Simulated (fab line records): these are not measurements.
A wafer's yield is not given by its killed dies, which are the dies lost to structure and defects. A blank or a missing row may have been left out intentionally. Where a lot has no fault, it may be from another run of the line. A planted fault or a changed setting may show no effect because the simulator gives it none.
fab line records	flow berkeley_cmos170	part 1 of 2: steps 1 to 28 of 39
record: lots: 5	wafers: 15	last_day: 12
route steps=331 shown FIELD@91 SACOX@97 SCREENOX@100 NVT@104 PVT@115 GATE@125
lots that met no fault: from a run of the same line without faults
start_h: start of the lot's first displayed wafer, in hours after the record's first day	wait_h: hours elapsed since this lot's preceding step	" identical to the entry in the row above	L1.1+2: several wafers, shown together as one row	- no value, or no start was given	* or withheld: withheld	< > ~ a bound
route shown NAME@n: a module of which the file shows steps, and the number in the route of the first	usual: average and standard deviation across the fault-free wafers	same: alike in all rows	chamber/n: place in a boat	sites: each site's reading	_std_site: standard deviation of those values	_edge_site: inner sites' mean taken away from outer sites' mean	radius_mm: for every site, how far away it sits from the centre of the wafer	mask NAME#n: copy n	behind: tool/chamber where the wafer was last shaped	hold: why the lot was held/for how many hours/how that ended	device: names the non-switching transistor (n, p or np)	end of line: at the end of the route, the tests of the same wafers	for a step that has no rows: nothing shown but its recipe	killed: dies that structure and defects cost at the first sort, which is not the same as the wafer's yield	map: dies across one wafer; x = killed, . = not, _ = none there
set.NAME: the setting as run; set.NAME@STEP: as run at that earlier step	model.NAME: the simulator's own value behind a step, which no gauge read
lots at selected steps of the route; one table per step, one row per wafer
services: the hour from which a tool's chamber was out of use, counted from the record's first day as start_h (under 0 if before that day), plus the number of hours and why
== steps ==
step: UCB170_FIELD_THK_MEAS_02
recipe: reads: SiO2_of_FIELD_OXIDATION_01
usual: FIELD_OXIDE_THK: 563/11
lot.wafer	tool	chamber	start_h	wait_h	FIELD_OXIDE_THK[nm]
L075.1	film_metro-01	-	96.34	0.0	552
L075.2	"	-	"	"	570
L075.4	"	-	"	"	548
L077.1	film_metro-04	-	96.34	0.0	567
L077.3	"	-	"	"	575
L077.4	"	-	"	"	569
L078.2	film_metro-01	-	108.88	0.0	570
L078.3	"	-	"	"	566
L078.4	"	-	"	"	561
L094.2	film_metro-04	-	192.70	0.0	555
L094.5	"	-	"	"	551
L094.6	"	-	"	"	555
L096.3	film_metro-01	-	206.51	0.0	557
L096.5	"	-	"	"	559
L096.6	"	-	"	"	555
step: UCB170_FIELD_ANNEAL_03
recipe: temp_c: 1000	time_s: 1200	ambient: N2
usual: tube_center_temp_C_max: 1002.6/0.41
lot.wafer	tool	chamber	start_h	wait_h	tube_center_temp_C_max
L075.1	furnace-03	0	99.92	3.6	1002.5
L075.2	"	0	"	"	1002.9
L075.4	"	0	"	"	1002.5
L077.1	furnace-03	0	99.92	3.6	1002.3
L077.3	"	0	"	"	1002.3
L077.4	"	0	"	"	1001.9
L078.2	furnace-03	0	110.27	1.4	1002.5
L078.3	"	0	"	"	1002.9
L078.4	"	0	"	"	1002.9
L094.2	furnace-02	0	198.63	5.9	1002.8
L094.5	"	0	"	"	1002.2
L094.6	"	0	"	"	1002.2
L096.3	furnace-02	0	210.77	4.2	1002.1
L096.5	"	0	"	"	1003.6
L096.6	"	0	"	"	1002.6
step: UCB170_FIELD_WET_ETCH_04
recipe: chemistry: dHF	dilution: 10:1	target: SiO2	temp_c: 25	time_s: 61.27
lot.wafer	tool	chamber	start_h	wait_h
L075.1+2+4	wet_bench-03	3	101.25	0.0
L077.1+3+4	wet_bench-03	2	101.25	0.0
L078.2+3+4	wet_bench-02	2	111.60	0.0
L094.2+5+6	wet_bench-02	1	199.97	0.0
L096.3+5+6	wet_bench-02	0	212.10	0.0
step: UCB170_FIELD_WET_ETCH_05
recipe: chemistry: H3PO4	target: Si3N4	temp_c: 160	time_s: 12600
usual: bath_guard_temp_C: 159.8/0.64
lot.wafer	tool	chamber	start_h	wait_h	bath_guard_temp_C
L075.1	wet_bench-04	2	101.31	0.0	159.7
L075.2	"	2	"	"	159.9
L075.4	"	2	"	"	159.9
L077.1	wet_bench-04	2	101.31	0.0	159.9
L077.3	"	2	"	"	159.6
L077.4	"	2	"	"	159.3
L078.2	wet_bench-03	2	111.63	0.0	158.8
L078.3	"	2	"	"	158.9
L078.4	"	2	"	"	158.6
L094.2	wet_bench-02	2	199.99	0.0	160.4
L094.5	"	2	"	"	160.4
L094.6	"	2	"	"	160.7
L096.3	wet_bench-02	2	212.12	0.0	160.4
L096.5	"	2	"	"	161.0
L096.6	"	2	"	"	160.5
step: UCB170_FIELD_WET_ETCH_06
recipe: chemistry: BOE	dilution: 5:1	target: SiO2	temp_c: 25	time_s: 22
lot.wafer	tool	chamber	start_h	wait_h
L075.1+2+4	wet_bench-02	1	104.99	0.2
L077.1+3+4	wet_bench-02	2	104.99	0.2
L078.2+3+4	wet_bench-02	3	115.15	0.0
L094.2+5+6	wet_bench-04	3	203.82	0.0
L096.3+5+6	wet_bench-03	3	215.63	0.0
step: UCB170_FIELD_THK_MEAS_90
recipe: reads: SiO2_of_FIELD_OXIDATION_01
usual: FIELD_OXIDE_LEFT_1_THK: 446/11
lot.wafer	tool	chamber	start_h	wait_h	FIELD_OXIDE_LEFT_1_THK[nm]
L077.1	film_metro-04	-	105.01	0.0	448
L077.3	"	-	"	"	457
L077.4	"	-	"	"	451
L075.1	film_metro-04	-	105.07	0.1	435
L075.2	"	-	"	"	453
L075.4	"	-	"	"	430
L078.2	film_metro-03	-	115.17	0.0	454
L078.3	"	-	"	"	449
L078.4	"	-	"	"	444
L094.2	film_metro-01	-	203.84	0.0	435
L094.5	"	-	"	"	433
L094.6	"	-	"	"	436
L096.3	film_metro-03	-	215.67	0.0	440
L096.5	"	-	"	"	442
L096.6	"	-	"	"	438
step: UCB170_SACOX_CLEAN_00
recipe: chemistry: dHF	dilution: 25:1	time_s: 7.5
lot.wafer	tool	chamber	start_h	wait_h
L075.1+2+4	wet_bench-04	2	105.17	0.1
L077.1+3+4	wet_bench-04	3	105.17	0.1
L078.2+3+4	wet_bench-02	2	115.22	0.0
L094.2+5+6	wet_bench-01	0	203.89	0.0
L096.3+5+6	wet_bench-04	0	215.71	0.0
step: UCB170_SACOX_OXIDATION_01
recipe: temp_c: 900	ambient: O2	target_thk_a: 144	ox_time_s: 2400
usual: tube_center_temp_C_max: 902.3/0.39
same: ox_time_s: 2400
lot.wafer	tool	chamber	start_h	wait_h	tube_center_temp_C_max
L075.1	furnace-03	0	107.35	2.2	902.3
L075.2	"	0	"	"	902.8
L075.4	"	0	"	"	902.0
L077.1	furnace-03	0	107.35	2.2	902.2
L077.3	"	0	"	"	902.4
L077.4	"	0	"	"	902.5
L078.2	furnace-03	0	117.70	2.5	902.0
L078.3	"	0	"	"	902.3
L078.4	"	0	"	"	902.4
L094.2	furnace-01	0	208.54	4.6	902.8
L094.5	"	0	"	"	902.3
L094.6	"	0	"	"	902.8
L096.3	furnace-01	0	218.12	2.4	902.8
L096.5	"	0	"	"	902.6
L096.6	"	0	"	"	902.2
step: UCB170_SACOX_THK_MEAS_02
recipe: reads: SiO2_of_SACOX_OXIDATION_01
usual: SACOX_OXIDE_THK: 14.51/0.23
lot.wafer	tool	chamber	start_h	wait_h	SACOX_OXIDE_THK[nm]
L077.1	film_metro-03	-	109.02	0.0	14.35
L077.3	"	-	"	"	14.29
L077.4	"	-	"	"	14.02
L075.1	film_metro-04	-	109.08	0.1	14.76
L075.2	"	-	"	"	14.89
L075.4	"	-	"	"	14.83
L078.2	film_metro-04	-	119.38	0.0	14.22
L078.3	"	-	"	"	13.98
L078.4	"	-	"	"	14.35
L094.2	film_metro-03	-	210.21	0.0	14.04
L094.5	"	-	"	"	14.21
L094.6	"	-	"	"	14.23
L096.3	film_metro-02	-	219.81	0.0	14.62
L096.5	"	-	"	"	14.42
L096.6	"	-	"	"	14.44
step: UCB170_SCREENOX_WET_ETCH_00
recipe: chemistry: dHF	dilution: 25:1	target: SiO2	temp_c: 25	time_s: 200
lot.wafer	tool	chamber	start_h	wait_h
L077.1+3+4	wet_bench-02	0	109.08	0.1
L075.1+2+4	wet_bench-02	2	109.15	0.1
L078.2+3+4	wet_bench-02	1	119.43	0.0
L094.2+5+6	wet_bench-02	0	210.26	0.0
L096.3+5+6	wet_bench-02	2	219.93	0.1
step: UCB170_SCREENOX_OXIDATION_01
recipe: temp_c: 900	ambient: O2	target_thk_a: 144	ox_time_s: 2400
usual: tube_center_temp_C_max: 902.4/0.41
same: ox_time_s: 2400
lot.wafer	tool	chamber	start_h	wait_h	tube_center_temp_C_max
L075.1	furnace-01	0	111.15	1.9	902.1
L075.2	"	0	"	"	902.6
L075.4	"	0	"	"	902.4
L077.1	furnace-01	0	111.15	2.0	902.2
L077.3	"	0	"	"	901.8
L077.4	"	0	"	"	902.2
L078.2	furnace-01	0	122.53	3.0	902.1
L078.3	"	0	"	"	903.2
L078.4	"	0	"	"	902.3
L094.2	furnace-02	0	213.43	3.1	903.3
L094.5	"	0	"	"	903.2
L094.6	"	0	"	"	902.4
L096.3	furnace-01	0	222.37	2.4	902.1
L096.5	"	0	"	"	902.2
L096.6	"	0	"	"	902.7
step: UCB170_SCREENOX_THK_MEAS_02
recipe: reads: SiO2_of_SCREENOX_OXIDATION_01
usual: SCREENOX_OXIDE_THK: 14.44/0.22
lot.wafer	tool	chamber	start_h	wait_h	SCREENOX_OXIDE_THK[nm]
L077.1	film_metro-02	-	112.81	0.0	14.47
L077.3	"	-	"	"	14.37
L077.4	"	-	"	"	14.40
L075.1	film_metro-02	-	112.87	0.1	14.33
L075.2	"	-	"	"	14.40
L075.4	"	-	"	"	14.28
L078.2	film_metro-02	-	124.21	0.0	14.13
L078.3	"	-	"	"	14.73
L078.4	"	-	"	"	14.19
L094.2	film_metro-02	-	215.13	0.0	14.29
L094.5	"	-	"	"	14.42
L094.6	"	-	"	"	14.27
L096.3	film_metro-01	-	224.06	0.0	14.35
L096.5	"	-	"	"	14.34
L096.6	"	-	"	"	14.20
step: UCB170_SCREENOX_ANNEAL_03
recipe: temp_c: 900	time_s: 900	ambient: N2
usual: tube_center_temp_C_max: 902.3/0.36
lot.wafer	tool	chamber	start_h	wait_h	tube_center_temp_C_max
L075.1	furnace-02	0	114.54	1.7	902.5
L075.2	"	0	"	"	902.4
L075.4	"	0	"	"	901.8
L077.1	furnace-02	0	114.54	1.7	902.3
L077.3	"	0	"	"	902.0
L077.4	"	0	"	"	901.9
L078.2	furnace-01	0	127.05	2.8	902.3
L078.3	"	0	"	"	902.5
L078.4	"	0	"	"	902.4
L094.2	furnace-02	0	217.80	2.7	902.8
L094.5	"	0	"	"	902.4
L094.6	"	0	"	"	901.9
L096.3	furnace-01	0	225.37	1.3	902.3
L096.5	"	0	"	"	901.8
L096.6	"	0	"	"	902.2
step: UCB170_NVT_HMDS_00
recipe: prime_time_s: 60	prime_temp_c: 100
usual: chill_plate_temp_C: 22.99/0.1
lot.wafer	tool	chamber	start_h	wait_h	chill_plate_temp_C
L077.1	litho_track-03	0	115.94	0.2	23.01
L077.3	"	0	"	"	23.06
L077.4	"	0	"	"	23.14
L075.1	litho_track-04	0	116.04	0.3	23.05
L075.2	"	0	"	"	22.92
L075.4	"	0	"	"	23.11
L078.2	litho_track-01	0	128.32	0.0	23.08
L078.3	"	0	"	"	22.92
L078.4	"	0	"	"	22.91
L094.2	litho_track-03	0	219.58	0.5	23.06
L094.5	"	0	"	"	22.91
L094.6	"	0	"	"	23.04
L096.3	litho_track-01	0	226.67	0.1	23.00
L096.5	"	0	"	"	22.87
L096.6	"	0	"	"	22.98
step: UCB170_NVT_COAT_01
recipe: resist: KrF	spin_rpm: 1500	resist_thk_nm: 900
usual: chill_plate_temp_C: 22.99/0.098
lot.wafer	tool	chamber	start_h	wait_h	chill_plate_temp_C
L077.1	litho_track-03	0	116.09	0.1	22.96
L077.3	"	0	"	"	23.18
L077.4	"	0	"	"	23.19
L075.1	litho_track-04	0	116.19	0.1	22.98
L075.2	"	0	"	"	22.93
L075.4	"	0	"	"	22.95
L078.2	litho_track-01	0	128.47	0.1	22.97
L078.3	"	0	"	"	23.02
L078.4	"	0	"	"	23.06
L094.2	litho_track-03	0	219.73	0.1	22.95
L094.5	"	0	"	"	23.05
L094.6	"	0	"	"	23.02
L096.3	litho_track-01	0	226.82	0.1	23.03
L096.5	"	0	"	"	22.81
L096.6	"	0	"	"	23.09
step: UCB170_NVT_SOFTBAKE_02
recipe: resist: KrF	temp_c: 130	time_s: 60
usual: chill_plate_temp_C: 22.98/0.11
lot.wafer	tool	chamber	start_h	wait_h	chill_plate_temp_C
L077.1	litho_track-03	0	116.24	0.1	23.15
L077.3	"	0	"	"	22.97
L077.4	"	0	"	"	22.88
L075.1	litho_track-04	0	116.34	0.1	22.94
L075.2	"	0	"	"	22.91
L075.4	"	0	"	"	23.08
L078.2	litho_track-01	0	128.62	0.1	22.99
L078.3	"	0	"	"	23.04
L078.4	"	0	"	"	23.00
L094.2	litho_track-03	0	219.88	0.1	23.00
L094.5	"	0	"	"	23.02
L094.6	"	0	"	"	23.02
L096.3	litho_track-01	0	226.97	0.1	22.90
L096.5	"	0	"	"	22.94
L096.6	"	0	"	"	22.90
step: UCB170_NVT_EXPOSE_03
recipe: mask_id: PWELL	target_cd_nm: 3000	na: 0.5	sigma_outer: 0.6	source_shape: conventional	dose_mj: 30
lot.wafer	tool	chamber	start_h	wait_h	mask
L077.1+3+4	krf_scanner-02	0	116.65	0.4	PWELL#0
L075.1+2+4	krf_scanner-02	0	116.89	0.5	PWELL#0
L078.2+3+4	krf_scanner-02	0	129.13	0.5	PWELL#0
L094.2+5+6	krf_scanner-02	0	220.32	0.4	PWELL#0
L096.3+5+6	krf_scanner-02	0	227.52	0.5	PWELL#0
step: UCB170_NVT_PEB_04
recipe: peb_temp_c: 130	peb_time_s: withheld	resist: KrF
usual: chill_plate_temp_C: 23.03/0.11
lot.wafer	tool	chamber	start_h	wait_h	chill_plate_temp_C
L077.1	litho_track-01	0	117.18	0.5	23.19
L077.3	"	0	"	"	23.12
L077.4	"	0	"	"	23.11
L075.1	litho_track-04	0	117.49	0.6	23.14
L075.2	"	0	"	"	23.07
L075.4	"	0	"	"	23.03
L078.2	litho_track-04	0	129.26	0.1	23.04
L078.3	"	0	"	"	23.13
L078.4	"	0	"	"	22.99
L094.2	litho_track-01	0	221.02	0.7	23.05
L094.5	"	0	"	"	22.99
L094.6	"	0	"	"	22.88
L096.3	litho_track-04	0	227.65	0.1	23.22
L096.5	"	0	"	"	23.21
L096.6	"	0	"	"	23.29
step: UCB170_NVT_DEVELOP_05
recipe: developer: TMAH	develop_time_s: 45	resist: KrF	dev_temp_c: 21
usual: chill_plate_temp_C: 23.02/0.1
lot.wafer	tool	chamber	start_h	wait_h	chill_plate_temp_C
L077.1	litho_track-01	0	-	-	22.95
L077.3	"	0	"	"	22.96
L077.4	"	0	"	"	22.99
L075.1	litho_track-04	0	-	-	23.07
L075.2	"	0	"	"	23.05
L075.4	"	0	"	"	23.09
L078.2	litho_track-04	0	-	-	22.94
L078.3	"	0	"	"	22.90
L078.4	"	0	"	"	22.99
L094.2	litho_track-01	0	-	-	23.19
L094.5	"	0	"	"	23.17
L094.6	"	0	"	"	23.13
L096.3	litho_track-04	0	-	-	23.18
L096.5	"	0	"	"	23.18
L096.6	"	0	"	"	23.11
step: UCB170_NVT_OVL_MEAS_06
usual: NVT_OVL: -1/5.4
lot.wafer	tool	chamber	start_h	wait_h	NVT_OVL[nm]
L077.1	overlay-01	-	117.45	-	4
L077.3	"	-	"	"	0
L077.4	"	-	"	"	1
L075.1	overlay-02	-	117.76	-	-4
L075.2	"	-	"	"	5
L075.4	"	-	"	"	6
L078.2	overlay-02	-	129.51	-	1
L078.3	"	-	"	"	-3
L078.4	"	-	"	"	5
L094.2	overlay-01	-	221.28	-	6
L094.5	"	-	"	"	-4
L094.6	"	-	"	"	-5
L096.3	overlay-01	-	227.88	-	-11
L096.5	"	-	"	"	-2
L096.6	"	-	"	"	-5
step: UCB170_NVT_IMPLANT_07
recipe: species: BF2	dose_cm2: 3e+12	energy_kev: 50	tilt_deg: 7
usual: tilt_deg: 7.007/0.02
same: implant_ion_amu: 49
lot.wafer	tool	chamber	start_h	wait_h	tilt_deg
L077.1	implanter-01	0	117.49	0.0	6.956
L077.3	"	0	"	"	6.966
L077.4	"	0	"	"	6.963
L075.1	implanter-03	0	117.80	0.0	7.029
L075.2	"	0	"	"	7.011
L075.4	"	0	"	"	6.988
L078.2	implanter-03	0	129.57	0.0	7.036
L078.3	"	0	"	"	7.028
L078.4	"	0	"	"	7.025
L094.2	implanter-03	0	221.33	0.0	7.022
L094.5	"	0	"	"	7.025
L094.6	"	0	"	"	7.034
L096.3	implanter-03	0	227.96	0.1	7.005
L096.5	"	0	"	"	7.020
L096.6	"	0	"	"	6.988
step: UCB170_NVT_STRIP_08
recipe: chemistry: O2	power_w: 400	pressure_mtorr: 3500	platen_temp_c: withheld	o2_flow_sccm: 400	overash_fraction: 0.5
usual: drypump_motor_current_A: 5.8/0.47	oes_product_au: 0.735/0.0046	strip_time_to_endpoint_s: 21.64/0.057
lot.wafer	tool	chamber	start_h	wait_h	drypump_motor_current_A	oes_product_au	rf_hours_counter_h	strip_time_to_endpoint_s
L077.1	plasma_asher-01	0	117.64	0.1	6.7	0.735	32	21.68
L077.3	"	0	"	"	6.7	0.731	-	21.65
L077.4	"	1	"	"	5.8	0.735	-	21.72
L075.1	plasma_asher-01	1	117.95	0.1	5.8	0.739	33	21.76
L075.2	"	0	"	"	6.6	0.740	33	21.63
L075.4	"	1	"	"	5.8	0.737	-	21.62
L078.2	plasma_asher-01	0	129.69	0.1	6.6	0.741	34	21.62
L078.3	"	1	"	"	5.8	0.740	-	21.71
L078.4	"	0	"	"	6.6	0.735	-	21.63
L094.2	plasma_asher-01	1	221.46	0.1	5.8	0.732	44	21.71
L094.5	"	0	"	"	6.6	0.736	-	21.74
L094.6	"	1	"	"	5.8	0.737	-	21.69
L096.3	plasma_asher-01	1	228.09	0.1	5.8	0.738	-	21.81
L096.5	"	0	"	"	6.6	0.729	-	21.72
L096.6	"	1	"	"	5.8	0.745	-	21.72
step: UCB170_NVT_TW_MEAS_09
usual: NVT_TW: 527/3
lot.wafer	tool	chamber	start_h	wait_h	NVT_TW
L077.1	film_metro-03	-	117.74	0.1	523
L077.3	"	-	"	"	521
L077.4	"	-	"	"	523
L075.1	film_metro-03	-	118.05	0.1	522
L075.2	"	-	"	"	519
L075.4	"	-	"	"	525
L078.2	film_metro-03	-	129.80	0.1	523
L078.3	"	-	"	"	525
L078.4	"	-	"	"	524
L094.2	film_metro-03	-	221.57	0.1	525
L094.5	"	-	"	"	525
L094.6	"	-	"	"	528
L096.3	film_metro-03	-	228.20	0.1	528
L096.5	"	-	"	"	527
L096.6	"	-	"	"	528
step: UCB170_NVT_CLEAN_10
recipe: chemistry: SPM	temp_c: 120	time_s: 600
usual: bath_guard_temp_C: 119.6/0.39
lot.wafer	tool	chamber	start_h	wait_h	bath_guard_temp_C
L077.1	wet_bench-04	1	118.09	0.3	119.7
L077.3	"	1	"	"	120.0
L077.4	"	1	"	"	119.4
L075.1	wet_bench-04	0	118.29	0.2	118.9
L075.2	"	0	"	"	118.8
L075.4	"	0	"	"	119.0
L078.2	wet_bench-01	2	130.27	0.5	119.7
L078.3	"	2	"	"	119.7
L078.4	"	2	"	"	119.8
L094.2	wet_bench-01	1	223.49	1.9	119.6
L094.5	"	1	"	"	119.4
L094.6	"	1	"	"	119.5
L096.3	wet_bench-01	2	228.59	0.4	119.6
L096.5	"	2	"	"	119.9
L096.6	"	2	"	"	120.0
step: UCB170_PVT_HMDS_00
recipe: prime_time_s: 60	prime_temp_c: 100
usual: chill_plate_temp_C: 23.01/0.12
lot.wafer	tool	chamber	start_h	wait_h	chill_plate_temp_C
L077.1	litho_track-01	0	118.45	0.2	22.84
L077.3	"	0	"	"	22.72
L077.4	"	0	"	"	23.00
L075.1	litho_track-02	0	118.64	0.2	22.82
L075.2	"	0	"	"	22.89
L075.4	"	0	"	"	22.97
L078.2	litho_track-03	0	130.49	0.0	22.87
L078.3	"	0	"	"	22.83
L078.4	"	0	"	"	22.89
L094.2	litho_track-03	0	223.86	0.2	23.14
L094.5	"	0	"	"	22.87
L094.6	"	0	"	"	22.91
L096.3	litho_track-03	0	229.09	0.3	23.06
L096.5	"	0	"	"	23.00
L096.6	"	0	"	"	23.16
step: UCB170_PVT_COAT_01
recipe: resist: KrF	spin_rpm: 1500	resist_thk_nm: 900
usual: chill_plate_temp_C: 23.02/0.095
lot.wafer	tool	chamber	start_h	wait_h	chill_plate_temp_C
L077.1	litho_track-01	0	118.60	0.1	23.06
L077.3	"	0	"	"	23.10
L077.4	"	0	"	"	23.13
L075.1	litho_track-02	0	118.79	0.1	23.09
L075.2	"	0	"	"	22.98
L075.4	"	0	"	"	22.91
L078.2	litho_track-03	0	130.64	0.1	23.09
L078.3	"	0	"	"	23.14
L078.4	"	0	"	"	23.00
L094.2	litho_track-03	0	224.01	0.1	22.99
L094.5	"	0	"	"	22.98
L094.6	"	0	"	"	23.07
L096.3	litho_track-03	0	229.24	0.1	22.98
L096.5	"	0	"	"	22.97
L096.6	"	0	"	"	22.89
step: UCB170_PVT_SOFTBAKE_02
recipe: resist: KrF	temp_c: 130	time_s: 60
usual: chill_plate_temp_C: 22.98/0.11
lot.wafer	tool	chamber	start_h	wait_h	chill_plate_temp_C
L077.1	litho_track-01	0	118.75	0.1	23.03
L077.3	"	0	"	"	22.89
L077.4	"	0	"	"	22.86
L075.1	litho_track-02	0	118.94	0.1	23.01
L075.2	"	0	"	"	22.95
L075.4	"	0	"	"	22.97
L078.2	litho_track-03	0	130.79	0.1	22.92
L078.3	"	0	"	"	22.99
L078.4	"	0	"	"	23.06
L094.2	litho_track-03	0	224.16	0.1	23.01
L094.5	"	0	"	"	23.01
L094.6	"	0	"	"	22.97
L096.3	litho_track-03	0	229.39	0.1	22.84
L096.5	"	0	"	"	23.01
L096.6	"	0	"	"	22.82
step: UCB170_PVT_EXPOSE_03
recipe: mask_id: NWELL	target_cd_nm: 3000	na: 0.5	sigma_outer: 0.6	source_shape: conventional	dose_mj: 30
lot.wafer	tool	chamber	start_h	wait_h	mask
L077.1+3+4	krf_scanner-01	0	118.98	0.2	NWELL#0
L075.1+2+4	krf_scanner-01	0	119.21	0.2	NWELL#0
L078.2+3+4	krf_scanner-02	0	131.17	0.4	NWELL#0
L094.2+5+6	krf_scanner-01	0	224.31	0.1	NWELL#0
L096.3+5+6	krf_scanner-01	0	229.65	0.2	NWELL#0
